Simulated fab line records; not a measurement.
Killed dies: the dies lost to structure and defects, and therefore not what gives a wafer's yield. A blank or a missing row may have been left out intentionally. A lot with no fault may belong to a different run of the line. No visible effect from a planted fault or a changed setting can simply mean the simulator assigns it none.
Which of the tools did it? || flow rit_cmos || Sampling: 16 lots, 48 wafers, 5 of 202 route steps

== WHAT EACH GAUGE READ, for each wafer ==
RIT_NLDD_OVL_MEAS_06.
{"lot": "L177", "measured": "day 3 03:40", "on": "overlay-02", "NLDD_OVL (nm)": "0.6 -0.7 -1.1"}
{"lot": "L178", "measured": "day 3 09:31", "on": "overlay-01", "NLDD_OVL (nm)": "2.2 3.4 1.5"}
{"lot": "L179", "measured": "day 3 09:43", "on": "overlay-01", "NLDD_OVL (nm)": "-1.1 -1.1 1.0"}
{"lot": "L180", "measured": "day 3 15:41", "on": "overlay-02", "NLDD_OVL (nm)": "0.2 0.3 3.4"}
{"lot": "L181", "measured": "day 3 16:20", "on": "overlay-01", "NLDD_OVL (nm)": "2.5 -0.3 1.8"}
{"lot": "L182", "measured": "day 3 19:32", "on": "overlay-01", "NLDD_OVL (nm)": "-2.3 -0.3 -2.0"}
{"lot": "L185", "measured": "day 4 12:07", "on": "overlay-02", "NLDD_OVL (nm)": "-1.2 0.7 -2.0"}
{"lot": "L186", "measured": "day 4 19:59", "on": "overlay-02", "NLDD_OVL (nm)": "1.7 0.3 0.2"}
{"lot": "L187", "measured": "day 5 00:46", "on": "overlay-02", "NLDD_OVL (nm)": "0.3 1.2 2.2"}
{"lot": "L190", "measured": "day 5 14:17", "on": "overlay-02", "NLDD_OVL (nm)": "0.4 1.2 0.7"}
{"lot": "L193", "measured": "day 6 06:52", "on": "overlay-01", "NLDD_OVL (nm)": "3.7 2.0 1.7"}
{"lot": "L194", "measured": "day 6 09:25", "on": "overlay-01", "NLDD_OVL (nm)": "-0.6 1.4 2.3"}
{"lot": "L195", "measured": "day 6 16:14", "on": "overlay-01", "NLDD_OVL (nm)": "1.4 1.2 1.8"}
{"lot": "L198", "measured": "day 7 04:30", "on": "overlay-01", "NLDD_OVL (nm)": "2.6 2.6 2.2"}
{"lot": "L199", "measured": "day 7 13:02", "on": "overlay-02", "NLDD_OVL (nm)": "0.2 -1.0 -1.3"}
{"lot": "L200", "measured": "day 7 17:02", "on": "overlay-02", "NLDD_OVL (nm)": "1.9 0.4 0.9"}

RIT_NSD_OVL_MEAS_06.
{"lot": "L177", "measured": "day 3 09:17", "on": "overlay-01", "NSD_OVL (nm)": "-3.0 -0.4 0.1"}
{"lot": "L178", "measured": "day 3 15:34", "on": "overlay-01", "NSD_OVL (nm)": "0.1 -0.6 0.6"}
{"lot": "L179", "measured": "day 3 16:59", "on": "overlay-02", "NSD_OVL (nm)": "2.7 1.4 0.4"}
{"lot": "L180", "measured": "day 3 21:35", "on": "overlay-01", "NSD_OVL (nm)": "0.7 2.7 1.3"}
{"lot": "L181", "measured": "day 3 22:58", "on": "overlay-02", "NSD_OVL (nm)": "0.3 1.1 0.3"}
{"lot": "L182", "measured": "day 4 01:43", "on": "overlay-01", "NSD_OVL (nm)": "422.3 420.9 420.5"}
{"lot": "L185", "measured": "day 4 17:43", "on": "overlay-02", "NSD_OVL (nm)": "422.3 422.9 420.7"}
{"lot": "L186", "measured": "day 5 01:26", "on": "overlay-02", "NSD_OVL (nm)": "422.6 420.7 420.3"}
{"lot": "L187", "measured": "day 5 06:14", "on": "overlay-01", "NSD_OVL (nm)": "418.4 419.7 417.7"}
{"lot": "L190", "measured": "day 5 20:40", "on": "overlay-01", "NSD_OVL (nm)": "1.5 2.8 3.3"}
{"lot": "L193", "measured": "day 6 13:19", "on": "overlay-01", "NSD_OVL (nm)": "0.8 0.0 0.8"}
{"lot": "L194", "measured": "day 6 15:07", "on": "overlay-01", "NSD_OVL (nm)": "0.5 0.8 2.1"}
{"lot": "L195", "measured": "day 6 21:42", "on": "overlay-01", "NSD_OVL (nm)": "1.2 1.0 2.1"}
{"lot": "L198", "measured": "day 7 10:10", "on": "overlay-02", "NSD_OVL (nm)": "2.1 1.5 0.1"}
{"lot": "L199", "measured": "day 7 19:23", "on": "overlay-01", "NSD_OVL (nm)": "-1.0 0.8 -1.5"}
{"lot": "L200", "measured": "day 8 00:47", "on": "overlay-02", "NSD_OVL (nm)": "1.0 0.3 0.2"}

RIT_SDANNEAL_RS_MEAS_04: a four-point-probe measurement.
{"lot": "L177", "measured": "day 3 12:18", "on": "film_metro-03", "PSD_RS (ohm/sq)": "116.15 116.03 115.94"}
{"lot": "L178", "measured": "day 3 18:21", "on": "film_metro-03", "PSD_RS (ohm/sq)": "115.37 115.82 115.93"}
{"lot": "L179", "measured": "day 3 19:48", "on": "film_metro-02", "PSD_RS (ohm/sq)": "115.98 116.29 116.27"}
{"lot": "L180", "measured": "day 4 00:16", "on": "film_metro-02", "PSD_RS (ohm/sq)": "116.47 116.86 116.34"}
{"lot": "L181", "measured": "day 4 01:41", "on": "film_metro-04", "PSD_RS (ohm/sq)": "116.23 116.11 116.33"}
{"lot": "L182", "measured": "day 4 04:08", "on": "film_metro-03", "PSD_RS (ohm/sq)": "116.10 116.24 115.76"}
{"lot": "L185", "measured": "day 4 20:19", "on": "film_metro-04", "PSD_RS (ohm/sq)": "115.98 115.79 116.07"}
{"lot": "L186", "measured": "day 5 04:10", "on": "film_metro-03", "PSD_RS (ohm/sq)": "115.90 115.69 115.69"}
{"lot": "L187", "measured": "day 5 08:44", "on": "film_metro-03", "PSD_RS (ohm/sq)": "115.67 115.98 115.67"}
{"lot": "L190", "measured": "day 5 23:29", "on": "film_metro-03", "PSD_RS (ohm/sq)": "116.12 116.15 116.11"}
{"lot": "L193", "measured": "day 6 16:01", "on": "film_metro-04", "PSD_RS (ohm/sq)": "115.76 115.91 115.78"}
{"lot": "L194", "measured": "day 6 17:38", "on": "film_metro-02", "PSD_RS (ohm/sq)": "116.17 115.73 116.18"}
{"lot": "L195", "measured": "day 7 00:22", "on": "film_metro-03", "PSD_RS (ohm/sq)": "116.01 115.94 115.76"}
{"lot": "L198", "measured": "day 7 12:49", "on": "film_metro-03", "PSD_RS (ohm/sq)": "116.16 115.74 116.59"}
{"lot": "L199", "measured": "day 7 21:51", "on": "film_metro-04", "PSD_RS (ohm/sq)": "116.02 115.86 115.88"}
{"lot": "L200", "measured": "day 8 03:20", "on": "film_metro-04", "PSD_RS (ohm/sq)": "115.95 116.23 115.79"}

== EACH LOT AND THE TOOL THAT RAN IT (in order: tool; ch and the chambers of the sampled wafers; start) ==
{"lot": "L177", "RIT_NLDD_STRIP_09": "plasma_asher-03 ch 0,1, day 3 03:59", "RIT_NSD_EXPOSE_03": "iline_stepper-01 ch 0, day 3 08:45"}
{"lot": "L178", "RIT_NLDD_STRIP_09": "plasma_asher-04 ch 0,1, day 3 10:05", "RIT_NSD_EXPOSE_03": "iline_stepper-01 ch 0, day 3 15:10"}
{"lot": "L179", "RIT_NLDD_STRIP_09": "plasma_asher-02 ch 0,1, day 3 10:05", "RIT_NSD_EXPOSE_03": "iline_stepper-02 ch 0, day 3 16:24"}
{"lot": "L180", "RIT_NLDD_STRIP_09": "plasma_asher-04 ch 0,1, day 3 16:03", "RIT_NSD_EXPOSE_03": "iline_stepper-02 ch 0, day 3 21:03"}
{"lot": "L181", "RIT_NLDD_STRIP_09": "plasma_asher-02 ch 0,1, day 3 16:40", "RIT_NSD_EXPOSE_03": "iline_stepper-02 ch 0, day 3 22:34"}
{"lot": "L182", "RIT_NLDD_STRIP_09": "plasma_asher-03 ch 1, day 3 19:53", "RIT_NSD_EXPOSE_03": "iline_stepper-02 ch 0, day 4 01:19"}
{"lot": "L185", "RIT_NLDD_STRIP_09": "plasma_asher-02 ch 1, day 4 12:26", "RIT_NSD_EXPOSE_03": "iline_stepper-02 ch 0, day 4 17:17"}
{"lot": "L186", "RIT_NLDD_STRIP_09": "plasma_asher-03 ch 0,1, day 4 20:19", "RIT_NSD_EXPOSE_03": "iline_stepper-02 ch 0, day 5 01:02"}
{"lot": "L187", "RIT_NLDD_STRIP_09": "plasma_asher-04 ch 0,1, day 5 01:06", "RIT_NSD_EXPOSE_03": "iline_stepper-02 ch 0, day 5 05:51"}
{"lot": "L190", "RIT_NLDD_STRIP_09": "plasma_asher-03 ch 0,1, day 5 14:37", "RIT_NSD_EXPOSE_03": "iline_stepper-01 ch 0, day 5 20:14"}
{"lot": "L193", "RIT_NLDD_STRIP_09": "plasma_asher-03 ch 0,1, day 6 07:12", "RIT_NSD_EXPOSE_03": "iline_stepper-01 ch 0, day 6 12:56"}
{"lot": "L194", "RIT_NLDD_STRIP_09": "plasma_asher-04 ch 0,1, day 6 09:45", "RIT_NSD_EXPOSE_03": "iline_stepper-01 ch 0, day 6 14:44"}
{"lot": "L195", "RIT_NLDD_STRIP_09": "plasma_asher-04 ch 0,1, day 6 16:34", "RIT_NSD_EXPOSE_03": "iline_stepper-01 ch 0, day 6 21:19"}
{"lot": "L198", "RIT_NLDD_STRIP_09": "plasma_asher-04 ch 0,1, day 7 04:55", "RIT_NSD_EXPOSE_03": "iline_stepper-01 ch 0, day 7 09:47"}
{"lot": "L199", "RIT_NLDD_STRIP_09": "plasma_asher-04 ch 0,1, day 7 13:22", "RIT_NSD_EXPOSE_03": "iline_stepper-01 ch 0, day 7 19:00"}
{"lot": "L200", "RIT_NLDD_STRIP_09": "plasma_asher-02 ch 0,1, day 7 17:23", "RIT_NSD_EXPOSE_03": "iline_stepper-01 ch 0, day 8 00:23"}
- RIT_NLDD_STRIP_09: strips in O2, time 180 s.
- RIT_NSD_EXPOSE_03: exposes mask M9, target cd 40700 nm.

== WHAT THE TOOLS THEMSELVES READ (means of the sampled wafers that have a number; where no wafer has one, the mark that the record gives instead) ==
RIT_NLDD_STRIP_09.
{"lot": "L177", "tool": "plasma_asher-03", "drypump_motor_current_A (A)": 5.8, "o2_flow_sccm (sccm)": 3988}
{"lot": "L178", "tool": "plasma_asher-04", "drypump_motor_current_A (A)": 5.6, "o2_flow_sccm (sccm)": 4000}
{"lot": "L179", "tool": "plasma_asher-02", "drypump_motor_current_A (A)": 5.8, "o2_flow_sccm (sccm)": 3985}
{"lot": "L180", "tool": "plasma_asher-04", "drypump_motor_current_A (A)": 5.4, "o2_flow_sccm (sccm)": 4008}
{"lot": "L181", "tool": "plasma_asher-02", "drypump_motor_current_A (A)": 5.6, "o2_flow_sccm (sccm)": 4002}
{"lot": "L182", "tool": "plasma_asher-03", "drypump_motor_current_A (A)": 6.0, "o2_flow_sccm (sccm)": 4013}
{"lot": "L185", "tool": "plasma_asher-02", "drypump_motor_current_A (A)": 6.2, "o2_flow_sccm (sccm)": 4009}
{"lot": "L186", "tool": "plasma_asher-03", "drypump_motor_current_A (A)": 5.7, "o2_flow_sccm (sccm)": 4005}
{"lot": "L187", "tool": "plasma_asher-04", "drypump_motor_current_A (A)": 5.4, "o2_flow_sccm (sccm)": 4001}
{"lot": "L190", "tool": "plasma_asher-03", "drypump_motor_current_A (A)": 5.8, "o2_flow_sccm (sccm)": 3986}
{"lot": "L193", "tool": "plasma_asher-03", "drypump_motor_current_A (A)": 5.8, "o2_flow_sccm (sccm)": 3999}
{"lot": "L194", "tool": "plasma_asher-04", "drypump_motor_current_A (A)": 5.4, "o2_flow_sccm (sccm)": 3994}
{"lot": "L195", "tool": "plasma_asher-04", "drypump_motor_current_A (A)": 5.4, "o2_flow_sccm (sccm)": 3997}
{"lot": "L198", "tool": "plasma_asher-04", "drypump_motor_current_A (A)": 5.4, "o2_flow_sccm (sccm)": 4005}
{"lot": "L199", "tool": "plasma_asher-04", "drypump_motor_current_A (A)": 5.4, "o2_flow_sccm (sccm)": 4011}
{"lot": "L200", "tool": "plasma_asher-02", "drypump_motor_current_A (A)": 5.8, "o2_flow_sccm (sccm)": 3996}

== THE ANSWER, worked out from the rows above alone ==
Rule: usual is defined by the lots themselves. The widest of any qualifying gaps counts: lots, ordered by their means at a reading, are off when they make up no more than a third of the lots, leave a main group of 4 or more, and stand apart from it by 3 or more times the standard deviation of that group's means. A main group whose means are all the same, to the digits that the tables above print for the reading, isn't used. Also off: a lot with no number at a reading for which 4 or more lots have one. All remaining lots with rows at the step are treated as sound. First the gauges in route order, then the tools' own readings, where a lot's mean is used as printed above. At the first step where some lot is off, the reading lying furthest off is the one used; lots without a number count as furthest.
Off: L182, L185, L186, L187, seen at RIT_NSD_OVL_MEAS_06 (NSD_OVL). Main group: mean 0.8 nm, sd 0.96.
A tool fits if, at a process step before that reading, it ran every lot that is off, and no sound lot after the first of them. Those tools and the gauges at RIT_NSD_OVL_MEAS_06 are tried in the same way. One fits: RIT_NSD_EXPOSE_03 on iline_stepper-02. A fault onset in the window from L181 (day 3 22:34, its last sound lot) to L182 (day 4 01:19, its first lot off) fits.

== WHAT HAD BEEN PUT IN BY THE SIMULATOR ==
Scanner matching overlay: iline_stepper-02, from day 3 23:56 on, at RIT_NSD_EXPOSE_03. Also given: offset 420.
Lots struck among those shown: L182, L185, L186, L187. This agrees with what the rule above found.
